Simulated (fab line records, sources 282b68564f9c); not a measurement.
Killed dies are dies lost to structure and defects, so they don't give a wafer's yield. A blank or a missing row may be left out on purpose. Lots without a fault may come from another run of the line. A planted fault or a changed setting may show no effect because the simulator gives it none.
Split-lot experiment | flow rit_cmos | 5 lots, 23 wafers read, on a route of 202 steps

THE SPLIT
At RIT_ACTIVE_COAT_06 (resist thk 1000 nm), the setting resist_thk_nm was moved away from the recipe's 1000 nm on 10 of the 23 wafers read, by -3.5% to +2.2%. The other wafers ran this setting at the recipe's value.

FROM THE SPLIT TO THE READING: what the file shows between them, 3 steps
- RIT_ACTIVE_DEVELOP_10: develop time 50 s (also split here: develop_time_s)
- RIT_ACTIVE_CD_MEAS_11: target cd 1400 nm
- RIT_ACTIVE_HARDBAKE_12: time 60 s

THE READING
NOVOLAK_of_ACTIVE_COAT_06.thk_nm (the simulator's own value, which no gauge read), in nm, at RIT_ACTIVE_ETCH_13 (etches Si3N4 in SF6, stops on SiO2, time 210 s, target depth 210 nm). The file gives no usual value for it. The 13 wafers here that ran the recipe average 652.6 nm, standard deviation 4.9 nm.

wafer  | tool, chamber at the split | resist_thk_nm as run, nm | against the recipe | NOVOLAK_of_ACTIVE_COAT_06.thk_nm, nm | against lot-mates on the recipe
L076.1 | litho_track-01, 0          | 1022                     | +2.2%              | 675.4                                | +26.6
L076.2 | litho_track-01, 0          | 1000                     | recipe             | 646.2                                | -
L076.3 | litho_track-01, 0          | 1000                     | recipe             | 650.8                                | -
L076.4 | litho_track-01, 0          | 1000                     | recipe             | 649.4                                | -
L076.5 | litho_track-01, 0          | 1022                     | +2.2%              | 662.5                                | +13.7
L080.1 | litho_track-01, 0          | 1000                     | recipe             | 661.7                                | -
L080.2 | litho_track-01, 0          | 964.6                    | -3.5%              | 614.4                                | -38.5
L080.3 | litho_track-01, 0          | 1000                     | recipe             | 646                                  | -
L080.4 | litho_track-01, 0          | 1000                     | recipe             | 651.1                                | -
L080.6 | litho_track-01, 0          | 964.6                    | -3.5%              | 621.5                                | -31.4
L081.1 | litho_track-03, 0          | 1016                     | +1.6%              | 667.4                                | +13.8
L081.2 | litho_track-03, 0          | 1016                     | +1.6%              | 660.3                                | +6.6
L081.3 | litho_track-03, 0          | 1016                     | +1.6%              | 670.8                                | +17.1
L081.5 | litho_track-03, 0          | 1000                     | recipe             | 656                                  | -
L081.6 | litho_track-03, 0          | 1000                     | recipe             | 651.3                                | -
L082.1 | litho_track-04, 0          | 1000                     | recipe             | 655                                  | -
L082.3 | litho_track-04, 0          | 1000                     | recipe             | 661.1                                | -
L082.6 | litho_track-04, 0          | 1000                     | recipe             | 652.3                                | -
L085.1 | litho_track-03, 0          | 1000                     | recipe             | 655.3                                | -
L085.2 | litho_track-03, 0          | 1000                     | recipe             | 647.5                                | -
L085.4 | litho_track-03, 0          | 967.5                    | -3.2%              | 627.1                                | -24.3
L085.5 | litho_track-03, 0          | 967.5                    | -3.2%              | 640.6                                | -10.8
L085.6 | litho_track-03, 0          | 967.5                    | -3.2%              | 629.1                                | -22.3

THE FIT
A straight line over all 23 wafers: NOVOLAK_of_ACTIVE_COAT_06.thk_nm changes by +7.85 nm for each +1% of resist_thk_nm; r = +0.92; the points scatter about the line by 6 nm.
The same after taking each lot's own level away (the mean of its wafers on the recipe; 23 wafers): +7.91 nm for each +1%; r = +0.93; scatter 5.9 nm.
On that fit, the largest move of resist_thk_nm shifts the reading by 28 nm.
The lots' own levels span 648.80 to 656.13 nm, that is 1.5 times the standard deviation above.
So the lot-to-lot level changes the slope little: the two slopes agree.
Check: with one of the wafers moved furthest among these (-3.5%) left out of the fit, the line predicts -25 nm for it against its lot-mates. It came out at -38.5 nm against them.

OTHER SPLITS ON THESE WAFERS
These wafers also went through other splits before the reading. Each is held against what the fit with the lots' levels taken away leaves over:
other split on the same wafers       | wafers away from the commonest value | r with NOVOLAK_of_ACTIVE_COAT_06.thk_nm (lot level and that fit taken away)
RIT_ACTIVE_DEVELOP_10 develop_time_s | 8                                    | +0.15

THE WHOLE CHAIN: every reading that the file lists as answering this split, in the file's order
step                   | what it does                                                        | reading                                                                           | change (the file's fit)              | r (the file's)
RIT_ACTIVE_COAT_06     | resist thk 1000 nm                                                  | NOVOLAK_of_ACTIVE_COAT_06.thk_nm (the simulator's own value, which no gauge read) | +9.72 nm for each +1% of the setting | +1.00
RIT_ACTIVE_HARDBAKE_12 | time 60 s                                                           | NOVOLAK_of_ACTIVE_COAT_06.thk_nm (the simulator's own value, which no gauge read) | +8.5 nm for each +1% of the setting  | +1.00
RIT_ACTIVE_ETCH_13     | etches Si3N4 in SF6, stops on SiO2, time 210 s, target depth 210 nm | NOVOLAK_of_ACTIVE_COAT_06.thk_nm (the simulator's own value, which no gauge read) | +8.21 nm for each +1% of the setting | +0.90

THE FILE'S OWN FIT
NOVOLAK_of_ACTIVE_COAT_06.thk_nm changes by +8.21 nm for each +1% of resist_thk_nm, r = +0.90.
